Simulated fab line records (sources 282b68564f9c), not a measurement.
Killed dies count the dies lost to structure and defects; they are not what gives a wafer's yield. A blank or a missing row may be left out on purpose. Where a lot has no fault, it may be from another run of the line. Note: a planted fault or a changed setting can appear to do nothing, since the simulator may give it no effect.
Split-lot trial ; flow rit-cmos ; 23 wafers read across 5 lots, on a route 202 steps long

== SPLIT DETAILS ==
At RIT_NLDD_IMPLANT_08, the setting energy-kev was moved away from the recipe's 20 on 11 of the 23 wafers read, by -2.3% to +5.8%. All remaining wafers had this setting at the recipe value.

== SPLIT TO READING: what lies between them in the file, 1 step ==
- RIT_NLDD_STRIP_09: strips in O2, time 180 s

== THE READING ==
NLDD_TW, at RIT_NLDD_TW_MEAS_10. Typical for fault-free wafers on this fab line: 2527, with standard deviation 20.

wafer;tool, chamber at the split;energy-kev as run;against the recipe;NLDD_TW;against lot-mates on the recipe
L074.2;implanter-04, 0;20;recipe;2518;-
L074.3;implanter-04, 0;20;recipe;2533;-
L074.5;implanter-04, 0;20;recipe;2532;-
L075.1;implanter-02, 0;19.54;-2.3%;2531;-16
L075.3;implanter-02, 0;20;recipe;2545;-
L075.4;implanter-02, 0;19.54;-2.3%;2529;-18
L075.5;implanter-02, 0;19.54;-2.3%;2533;-14
L075.6;implanter-02, 0;20;recipe;2548;-
L077.2;implanter-04, 0;20;recipe;2536;-
L077.3;implanter-04, 0;20;recipe;2536;-
L077.4;implanter-04, 0;20.8;+4.0%;2575;+39
L077.5;implanter-04, 0;20.8;+4.0%;2561;+25
L077.6;implanter-04, 0;20.8;+4.0%;2565;+29
L079.1;implanter-04, 0;20;recipe;2503;-
L079.3;implanter-04, 0;20;recipe;2495;-
L079.4;implanter-04, 0;20;recipe;2504;-
L079.5;implanter-04, 0;20.35;+1.8%;2509;+8
L079.6;implanter-04, 0;20.35;+1.8%;2517;+16
L084.1;implanter-02, 0;21.16;+5.8%;2564;+26
L084.3;implanter-02, 0;20;recipe;2541;-
L084.4;implanter-02, 0;21.16;+5.8%;2569;+30
L084.5;implanter-02, 0;21.16;+5.8%;2589;+50
L084.6;implanter-02, 0;20;recipe;2536;-

FIT RESULTS
A straight line over all 23 wafers: NLDD_TW changes by +6.65 for each +1% of energy-kev; r = +0.69; the points scatter about the line by 18.
The same after taking each lot's own level away (the mean of its wafers on the recipe; 23 wafers): +6.63 for each +1%; r = +0.94; scatter 6.1.
On that fit, the largest move of energy-kev shifts the reading by 38.
The lots' own levels span 2500.7 to 2546.5, that is 2.3 times the standard deviation above.
So the lot-to-lot level blurs the effect unless lot-mates are compared.
Check: +42 against its lot-mates is what the line predicts for one of the wafers moved furthest among these (+5.8%) when that wafer is left out of the fit. It came out at +25.5 against them.

== OTHER SPLITS APPLIED TO THESE WAFERS ==
These wafers also went through other splits before the reading. Each is held against what the fit with the lots' levels taken away leaves over:
other split on the same wafers;wafers away from the commonest value;r with NLDD_TW (lot level and that fit taken away)
RIT_REOX_OXIDATION_03 ox-time-s;5;-0.01
RIT_NLDD_COAT_01 spin-rpm;7;-0.12

== THE WHOLE CHAIN: every reading that the file lists as answering this split, in the file's order ==
step;what it does;reading;change (the file's fit);r (the file's)
RIT_NLDD_IMPLANT_08;;implant.rp-nm (the simulator's own value, which no gauge read);+0.191 nm for each +1% of the setting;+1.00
RIT_NLDD_IMPLANT_08;;implant.drp-nm (the simulator's own value, which no gauge read);+0.0776 nm for each +1% of the setting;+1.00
RIT_NLDD_TW_MEAS_10;;NLDD_TW;+6.73 for each +1% of the setting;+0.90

== THE FILE'S OWN FIT ==
NLDD_TW changes by +6.73 for each +1% of energy-kev, r = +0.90.
